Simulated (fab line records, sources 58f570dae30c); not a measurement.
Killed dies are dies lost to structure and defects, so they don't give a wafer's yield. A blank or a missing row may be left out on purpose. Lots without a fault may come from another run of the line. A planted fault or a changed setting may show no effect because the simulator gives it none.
Which tool did it? | flow berkeley_cmos170 | 15 lots, 45 wafers sampled, at 2 steps of a route of 331

WHAT THE GAUGES READ, wafer by wafer
UCB170_NLDD_CD_MEAS_06: target cd 1200 nm.
lot  | measured     | on        | cd_nm (nm)
L807 | day 7 14:41  | cd_sem-02 | 1201.1 1200.9 1200.6
L806 | day 7 14:59  | cd_sem-02 | 1199.6 1200.7 1199.9
L808 | day 7 15:13  | cd_sem-01 | 1198.3 1199.9 1199.2
L809 | day 8 03:25  | cd_sem-01 | 1200.7 1199.8 1201.7
L810 | day 8 03:48  | cd_sem-02 | 1201.2 1199.9 1200.3
L813 | day 8 13:46  | cd_sem-02 | 1202.1 1201.3 1202.6
L811 | day 8 14:51  | cd_sem-02 | 1199.6 1199.4 1199.1
L814 | day 9 00:07  | cd_sem-02 | 1200.3 1200.0 1200.0
L815 | day 9 00:49  | cd_sem-01 | 1199.5 1201.5 1199.5
L817 | day 9 16:52  | cd_sem-02 | 1198.7 1199.6 1198.6
L821 | day 10 13:20 | cd_sem-02 | 1246.4 1247.6 1246.0
L827 | day 11 17:50 | cd_sem-02 | 1201.7 1201.6 1200.8
L825 | day 11 18:21 | cd_sem-01 | 1235.8 1236.8 1236.5
L826 | day 11 18:40 | cd_sem-01 | 1238.0 1236.4 1236.9
L828 | day 11 19:02 | cd_sem-02 | 1203.4 1201.7 1202.4

WHICH TOOL RAN EACH LOT (tool, then ch and the chambers of the sampled wafers, then the start)
lot  | UCB170_NLDD_PEB_04
L807 | litho_track-02 ch 0, day 7 14:25
L806 | litho_track-01 ch 0, day 7 14:43
L808 | litho_track-04 ch 0, day 7 14:57
L809 | litho_track-04 ch 0, day 8 03:08
L810 | litho_track-02 ch 0, day 8 03:32
L813 | litho_track-04 ch 0, day 8 13:30
L811 | litho_track-02 ch 0, day 8 14:35
L814 | litho_track-01 ch 0, day 8 23:51
L815 | litho_track-01 ch 0, day 9 00:33
L817 | litho_track-04 ch 0, day 9 16:00
L821 | litho_track-01 ch 0, day 10 13:04
L827 | litho_track-02 ch 0, day 11 17:34
L825 | litho_track-01 ch 0, day 11 18:04
L826 | litho_track-01 ch 0, day 11 18:00
L828 | litho_track-02 ch 0, day 11 18:46
- UCB170_NLDD_PEB_04

WHAT THE TOOLS THEMSELVES READ (means of the sampled wafers that have a number; where no wafer has one, the mark that the record gives instead)
UCB170_NLDD_PEB_04.
lot  | tool           | heater_power_total_W (W) | plate_temp_C (C)
L807 | litho_track-02 | 56.83                    | 129.98
L806 | litho_track-01 | 56.79                    | 130.05
L808 | litho_track-04 | 56.84                    | 129.93
L809 | litho_track-04 | 56.79                    | 129.82
L810 | litho_track-02 | 56.79                    | 129.87
L813 | litho_track-04 | 56.81                    | 129.97
L811 | litho_track-02 | 56.78                    | 130.03
L814 | litho_track-01 | 56.77                    | 130.03
L815 | litho_track-01 | 56.81                    | 130.18
L817 | litho_track-04 | 56.85                    | 129.99
L821 | litho_track-01 | 62.47                    | 139.96
L827 | litho_track-02 | 56.81                    | 130.10
L825 | litho_track-01 | 62.58                    | 139.78
L826 | litho_track-01 | 62.51                    | 140.07
L828 | litho_track-02 | 56.85                    | 129.94

THE ANSWER, worked out from the rows above alone
Rule: what is usual is taken from the lots themselves. Put in order of their means at a reading, lots are off if they are a third of the lots or fewer, leave a main group of 4 or more, and stand apart from it by a gap of 3 or more times the standard deviation of the main group's means; of several such gaps the widest counts. A main group whose means are all the same, to the digits that the tables above print for the reading, isn't used. A lot without any number at a reading at which 4 lots or more have one is off too. The other lots that the step has rows for count as sound. The gauges are gone through in route order, then the tools' own readings, and for those a lot's mean is taken as printed above. The first step at which some lot is off is used, and at that step the reading that is off furthest; a lot without a number counts as furthest.
Off: L821, L825, L826, at UCB170_NLDD_CD_MEAS_06 (cd_nm). The main group: mean 1200.5 nm, standard deviation 1.
A tool fits if, at a process step before that reading, it ran every lot that is off, and no sound lot after the first of them. The gauges at UCB170_NLDD_CD_MEAS_06 aren't tried: what is off there is off at UCB170_NLDD_PEB_04 too, on other tools, and a gauge's error can't cause that. One fits: litho_track-01 at UCB170_NLDD_PEB_04. Its last sound lot is L815 (day 9 00:33), its first lot that is off L821 (day 10 13:04): a fault that began between those two fits.
The tool's own readings at UCB170_NLDD_PEB_04 bear it out: on the lots that are off they differ by more than 5 times the standard deviation of the sound lots' means. heater_power_total_W reads 62.52 W there against 56.81 W on the sound lots; plate_temp_C reads 139.94 C there against 129.99 C on the sound lots.

WHAT THE SIMULATOR HAD PUT IN
Process parameter drift: litho_track-01, from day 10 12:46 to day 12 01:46, at UCB170_NLDD_PEB_04. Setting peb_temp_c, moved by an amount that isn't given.
Lots struck among those shown: L821, L825, L826. The rule above found the same.
